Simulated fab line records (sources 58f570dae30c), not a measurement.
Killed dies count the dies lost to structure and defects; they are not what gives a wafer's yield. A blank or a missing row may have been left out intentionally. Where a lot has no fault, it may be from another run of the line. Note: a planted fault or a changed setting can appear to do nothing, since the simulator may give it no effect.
Check of tool commonality -- flow berkeley-cmos170 -- 42 wafers sampled across 14 lots

REASON FOR OPENING
Of 14 lots, 2 have the reading NVT_TW flagged at UCB170_NVT_TW_MEAS_09. No-fault wafers: 524, standard deviation 4.5.
Rule: a lot gets a flag if all its wafers with a number sit over 4 standard deviations from that mean, or if no wafer of it has a number. The rest of the lots are taken to be sound.

lot,measured,on,"NVT_TW, wafer by wafer",flag
L455,day 5 08:43,film-metro-04,521 519 519,
L461,day 6 05:02,film-metro-04,585 584 584,FLAGGED
L460,day 6 18:02,film-metro-02,591 591 588,FLAGGED
L463,day 7 03:41,film-metro-04,515 517 517,
L464,day 7 03:58,film-metro-02,529 529 527,
L465,day 7 19:50,film-metro-01,524 525 525,
L468,day 8 07:51,film-metro-04,521 519 520,
L470,day 8 16:44,film-metro-04,521 522 522,
L473,day 9 01:11,film-metro-01,523 524 527,
L474,day 9 16:32,film-metro-01,525 523 524,
L475,day 9 16:50,film-metro-04,520 521 521,
L476,day 10 01:08,film-metro-02,536 533 535,
L477,day 10 01:22,film-metro-04,525 521 521,
L478,day 10 08:01,film-metro-01,530 531 529,
On average the flagged lots' numbers are 587, which is +63 against the usual, or +14 standard deviations.

LOT BY LOT: THE TOOL USED
The record holds 1 process step before the reading, out of a route of 331 steps. Every cell lists first the tool, next ch and the chambers used by the sampled wafers, and last the start.
lot,flag,UCB170_NVT_IMPLANT_07
L455,,"implanter-04 ch 0, day 5 08:28"
L461,FLAGGED,"implanter-04 ch 0, day 6 04:50"
L460,FLAGGED,"implanter-04 ch 0, day 6 17:47"
L463,,"implanter-02 ch 0, day 7 03:26"
L464,,"implanter-02 ch 0, day 7 03:46"
L465,,"implanter-02 ch 0, day 7 19:35"
L468,,"implanter-02 ch 0, day 8 07:37"
L470,,"implanter-02 ch 0, day 8 16:29"
L473,,"implanter-02 ch 0, day 9 00:56"
L474,,"implanter-04 ch 0, day 9 16:17"
L475,,"implanter-02 ch 0, day 9 16:37"
L476,,"implanter-02 ch 0, day 10 00:50"
L477,,"implanter-03 ch 0, day 10 01:08"
L478,,"implanter-03 ch 0, day 10 07:49"
What the steps here do:
- UCB170_NVT_IMPLANT_07
- UCB170_NVT_TW_MEAS_09

FLAGGED OVER TOTAL, TOOL BY TOOL (the gauges that took the reading come last)
step,tool,lots run,flagged,share of the flagged lots,sound lots run after its first flagged lot
UCB170_NVT_IMPLANT_07,implanter-02,8,0,none,-
UCB170_NVT_IMPLANT_07,implanter-03,2,0,none,-
UCB170_NVT_IMPLANT_07,implanter-04,4,2,all,1 (L474)
UCB170_NVT_TW_MEAS_09,film-metro-01,4,0,none,-
UCB170_NVT_TW_MEAS_09,film-metro-02,3,1,some,"2 (L464,L476)"
UCB170_NVT_TW_MEAS_09,film-metro-04,7,1,some,"5 (L463,L468,L470,L475,L477)"

THE TABLE: WHAT IT ALLOWS
Rows of the table that ran each flagged lot: 1, that is implanter-04 at UCB170_NVT_IMPLANT_07.
- implanter-04 at UCB170_NVT_IMPLANT_07 ran 4 lots, 2 of them flagged. After the first flagged lot (L474), sound lots still ran on it; a lasting fault on the whole tool would not permit that. Its own readings (dose-ions-cm2, faraday-current-uA) fall more than 4 standard deviations out on all wafers of the flagged lots.
Not one row of the table ran every flagged lot while running no sound lot after the first.

WHAT THE SIMULATOR PUT IN
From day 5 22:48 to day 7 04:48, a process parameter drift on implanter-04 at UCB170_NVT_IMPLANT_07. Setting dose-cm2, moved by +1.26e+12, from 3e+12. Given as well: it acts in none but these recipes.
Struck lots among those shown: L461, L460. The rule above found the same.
